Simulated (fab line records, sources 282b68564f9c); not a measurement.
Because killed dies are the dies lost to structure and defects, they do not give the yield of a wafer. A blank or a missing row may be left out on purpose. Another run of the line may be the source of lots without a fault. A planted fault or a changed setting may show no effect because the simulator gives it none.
Split-lot trial | flow ritCmos | on a route of 202 steps: 5 lots, 23 wafers read

SPLIT DETAILS
At RIT_SPACER_ETCHBACK_05 (etches Si3N4 in SF6/CHF3, stops on SiO2, target depth 250 nm, time 240 s), the setting timeS was moved away from the recipe's 240 s on 7 of the 23 wafers read, by -12.1% to -9.2%. This setting was run at the recipe's value on the other wafers.

The split's own step is where the reading is taken.

THE READING
oesProductAu, in a.u., at RIT_SPACER_ETCHBACK_05 (etches Si3N4 in SF6/CHF3, stops on SiO2, target depth 250 nm, time 240 s). A value of 0.843 a.u. with a standard deviation of 0.014 a.u. is what fault-free wafers of this fab line usually give.

wafer  | tool, chamber at the split | timeS as run, s | against the recipe | oesProductAu, a.u. | against lot-mates on the recipe
L074.1 | rieDiel-02, 3              | 240             | recipe             | 0.853              | -
L074.2 | rieDiel-02, 1              | 240             | recipe             | 0.849              | -
L074.3 | rieDiel-02, 2              | 210.9           | -12.1%             | 0.937              | +0.088
L074.4 | rieDiel-02, 0              | 210.9           | -12.1%             | 0.949              | +0.100
L074.6 | rieDiel-02, 1              | 240             | recipe             | 0.846              | -
L075.1 | rieDiel-03, 3              | 240             | recipe             | 0.871              | -
L075.2 | rieDiel-03, 0              | 240             | recipe             | 0.840              | -
L075.4 | rieDiel-03, 1              | 240             | recipe             | 0.870              | -
L075.5 | rieDiel-03, 2              | 216.2           | -9.9%              | 0.926              | +0.066
L075.6 | rieDiel-03, 3              | 216.2           | -9.9%              | 0.931              | +0.071
L078.1 | rieDiel-02, 3              | 240             | recipe             | 0.837              | -
L078.3 | rieDiel-02, 1              | 240             | recipe             | 0.833              | -
L078.4 | rieDiel-02, 2              | 240             | recipe             | 0.840              | -
L080.1 | rieDiel-01, 1              | 218             | -9.2%              | 0.904              | +0.082
L080.2 | rieDiel-01, 0              | 218             | -9.2%              | 0.889              | +0.067
L080.3 | rieDiel-01, 3              | 240             | recipe             | 0.830              | -
L080.4 | rieDiel-01, 2              | 240             | recipe             | 0.815              | -
L080.6 | rieDiel-01, 0              | 218             | -9.2%              | 0.904              | +0.082
L084.1 | rieDiel-01, 2              | 240             | recipe             | 0.815              | -
L084.2 | rieDiel-01, 1              | 240             | recipe             | 0.839              | -
L084.3 | rieDiel-01, 3              | 240             | recipe             | 0.836              | -
L084.4 | rieDiel-01, 0              | 240             | recipe             | 0.836              | -
L084.5 | rieDiel-01, 2              | 240             | recipe             | 0.833              | -

THE FIT
A straight line over all 23 wafers: oesProductAu changes by -0.00793 a.u. for each +1% of timeS; r = -0.93; the points scatter about the line by 0.015 a.u.
The same after taking each lot's own level away (the mean of its wafers on the recipe; 23 wafers): -0.0077 a.u. for each +1%; r = -0.97; scatter 0.0088 a.u.
That fit puts the effect of the largest move of timeS on the reading at 0.093 a.u.
From 0.8225 to 0.8603 a.u.: that is the span of the lots' own levels, equal to 2.7 times the standard deviation above.
Consequently the slope shifts little with the lot-to-lot level, the two slopes agreeing.
Check: for one of the wafers moved furthest among these (-12.1%), held out of the fit, the line's prediction against its lot-mates is +0.0949 a.u. It came out at +0.0877 a.u. against them.
Tool readings at the split's step, against how far the setting was moved: oesProductAu r = -0.93.

THE WHOLE CHAIN: every reading that the file lists as answering this split, in the file's order
step                   | what it does                                                             | reading                                                                       | change (the file's fit)                   | r (the file's)
RIT_SPACER_ETCHBACK_05 | etches Si3N4 in SF6/CHF3, stops on SiO2, target depth 250 nm, time 240 s | oesProductAu                                                                  | -0.00762 a.u. for each +1% of the setting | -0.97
RIT_SPACER_ETCHBACK_05 | etches Si3N4 in SF6/CHF3, stops on SiO2, target depth 250 nm, time 240 s | poly-Si_of_GATE_CVD_08.thkNm (the simulator's own value, which no gauge read) | -0.728 nm for each +1% of the setting     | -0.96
RIT_SPACER_ETCHBACK_05 | etches Si3N4 in SF6/CHF3, stops on SiO2, target depth 250 nm, time 240 s | Si3N4_of_SPACER_CVD_03.thkNm (the simulator's own value, which no gauge read) | -0.589 nm for each +1% of the setting     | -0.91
RIT_M1_PROBE_99        |                                                                          | etest.nplusSal.widthNm (the simulator's own value, which no gauge read)       | +5.52 nm for each +1% of the setting      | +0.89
RIT_M1_PROBE_99        |                                                                          | etest.pplusSal.widthNm (the simulator's own value, which no gauge read)       | +6.38 nm for each +1% of the setting      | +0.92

THE FILE'S OWN FIT
oesProductAu changes by -0.00762 a.u. for each +1% of timeS, r = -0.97.
